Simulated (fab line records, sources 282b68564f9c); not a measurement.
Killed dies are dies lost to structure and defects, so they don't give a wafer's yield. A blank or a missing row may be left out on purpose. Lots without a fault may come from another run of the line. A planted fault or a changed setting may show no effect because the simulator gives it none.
A struck lot beside a sound one | flow rit_cmos | 30 steps out of a route of 202
Sound: wafers L210.1, L210.3, L210.6. Struck: wafers L219.3, L219.4, L219.6. The cause comes at the end.
At each step with rows: each side's tool, then ch and its chambers, then its first start. Under that, the readings that differ: sound wafers | struck wafers | difference of the means | sigmas: that difference in standard deviations of wafers without a fault.
alike: readings whose means differ by less than 2 such deviations, and words and numbers that are the same on both sides. not compared: withheld readings, readings that some wafer has no value for, bounds like >300 that may hide the same value, and numbers for which the record gives no deviation and whose values overlap.
The two part at a step that has a row with sigmas, a row that says differs or no value, or rows on one side only. Numbers that don't overlap but have no deviation are shown without sigmas and don't part them. A reading that every wafer of one side lacks parts them only if that side has two wafers or more.

first, 6 steps without rows for these wafers: RIT_SDANNEAL_RTA_03 (time 5 s); RIT_SILICIDE_WET_ETCH_00 (etches SiO2 in BOE, target depth 14 nm, time 15 s); RIT_SILICIDE_SPUTTER_01 (material Ti, target thk 30 nm, time 240 s); RIT_SILICIDE_RTA_04 (time 10 s, ramp up 5 s, ramp down 5 s); RIT_SILICIDE_WET_ETCH_05 (etches Ti in SPM, time 120 s); RIT_SILICIDE_RTA_06 (time 10 s, ramp up 5 s, ramp down 10 s).
RIT_CONTACT_CVD_00: deposits SiO2 from TEOS, target thk 400 nm, time 61 s.
  sound on pecvd-02 ch 0,1, day 3 01:47; struck on pecvd-02 ch 0,1, day 4 23:56
  reading                                  | sound             | struck          | difference | sigmas
  model.SiO2_of_CONTACT_CVD_00.thk_nm (nm) | 396.1 397.9 407.3 | 276.7 281 279.9 | -121.2     |
  alike: heater_power_w
RIT_CONTACT_THK_MEAS_01:
  sound on film_metro-02, day 3 01:50; struck on film_metro-02, day 5 00:00
  reading               | sound       | struck      | difference | sigmas
  CONTACT_TEOS_THK (nm) | 396 398 407 | 277 281 280 | -121       | -26
then, 7 steps without rows for these wafers: RIT_CONTACT_HMDS_02 (prime time 60 s); RIT_CONTACT_COAT_03 (resist thk 1000 nm); RIT_CONTACT_SOFTBAKE_04 (time 60 s); RIT_CONTACT_EXPOSE_05 (exposes mask M11, target cd 1000 nm); RIT_CONTACT_PEB_06; RIT_CONTACT_DEVELOP_07 (develop time 123.9 s); RIT_CONTACT_HARDBAKE_10 (time 60 s).
RIT_CONTACT_ETCH_11: etches SiO2 in CHF3/CF4/Ar, stops on TiSi2, target depth 480 nm, time 320 s.
  sound on rie_diel-01 ch 0,1,3, day 3 03:20; struck on rie_diel-01 ch 0,2,3, day 5 01:27
  reading                             | sound             | struck          | difference | sigmas
  model.etch.depth_nm (nm)            | 396.1 397.9 407.3 | 276.7 281 279.9 | -121.2     |
  model.CONTACT.feature_depth_nm (nm) | 396.1 397.9 407.3 | 276.7 281 279.9 | -121.2     |
  alike: cf4_flow_sccm, drypump_motor_current_A, oes_product_au, throttle_valve_pct
  not compared: rf_hours_counter_h
then, 9 steps without rows for these wafers: RIT_CONTACT_STRIP_12 (strips in O2, time 180 s); RIT_CONTACT_CLEAN_13 (cleans in SC1, time 600 s); RIT_CONTACT_CLEAN_14 (cleans in SC2, time 600 s); RIT_M1_SPUTTER_00 (material Al, target thk 400 nm, time 500 s); RIT_M1_HMDS_03 (prime time 60 s); RIT_M1_COAT_04 (resist thk 1300 nm); RIT_M1_SOFTBAKE_05 (time 60 s); RIT_M1_EXPOSE_06 (exposes mask M12, target cd 2600 nm); RIT_M1_PEB_07.
RIT_M1_DEVELOP_08: develop time 68 s.
  sound on litho_track-02 ch 0; struck on litho_track-04 ch 0
  reading             | sound          | struck         | difference | sigmas
  model.M1.cd_nm (nm) | 2599 2601 2602 | 2571 2572 2570 | -30        |
then, 1 step without rows for these wafers: RIT_M1_HARDBAKE_11 (time 120 s).
RIT_M1_METAL_ETCH_12: etches Al in Cl2/BCl3, stops on SiO2, time 165 s, target depth 600 nm.
  sound on rie_metal-04 ch 1, day 3 06:05; struck on rie_metal-04 ch 0,1, day 5 04:09
  reading                                  | sound           | struck          | difference | sigmas
  model.SiO2_of_CONTACT_CVD_00.thk_nm (nm) | 359 360.9 370.2 | 239.5 243.1 242 | -121.8     |
  model.M1.cd_nm (nm)                      | 2599 2601 2601  | 2570 2573 2570  | -29        |
  alike: drypump_motor_current_A, oes_product_au, throttle_valve_pct
  not compared: rf_hours_counter_h
then, 1 step without rows for these wafers: RIT_M1_STRIP_13 (strips in nmp, time 600 s).
RIT_M1_PROBE_99:
  sound on prober-02, day 3 08:21; struck on prober-01, day 5 06:37
  reading                                      | sound                | struck               | difference | sigmas
  killed_at_front_end                          | 3 7 4                | 12 10 11             | +6         | +2
  killed_dies                                  | 3 7 4                | 12 10 11             | +6         | +2
  killed_short                                 | 1 4 3                | 8 5 7                | +4         | +2
  model.etest.m1.width_nm (nm)                 | 2601 2598 2602       | 2568 2569 2574       | -30        |
  model.etest.field_p_metal.vt_v (V)           | -29.07 -29.72 -29.96 | -22.36 -22.52 -22.48 | +7.13      |
  model.etest.nmos_0p15.junction_log10_a_um    | -13.16 -13.34 -13.48 | -12.43 -12.51 -12.45 | +0.86      |
  model.etest.nmos_narrow.off_log10_a_um       | -13.18 -12.89 -13.18 | -12.35 -12.47 -12.39 | +0.68      |
  model.etest.nmos_0p3.off_log10_a_um          | -12.93 -12.97 -13.1  | -12.38 -12.4 -12.39  | +0.61      |
  model.etest.gate_end_array.leak_log10_a_um   | -12.85 -12.83 -12.95 | -12.31 -12.29 -12.19 | +0.61      |
  model.etest.antenna_contact.gate_log10_a_cm2 | -6.447 -6.502 -6.163 | -6.145 -5.641 -5.894 | +0.477     |
  model.etest.pmos_0p15.junction_log10_a_um    | -13.76 -13.74 -13.84 | -13.32 -13.3 -13.38  | +0.45      |
  alike: killed_on_rim, killed_open

WHERE THEY PART
First at RIT_CONTACT_THK_MEAS_01; last, within this record, at RIT_M1_PROBE_99.

WHY: what the simulator had put in
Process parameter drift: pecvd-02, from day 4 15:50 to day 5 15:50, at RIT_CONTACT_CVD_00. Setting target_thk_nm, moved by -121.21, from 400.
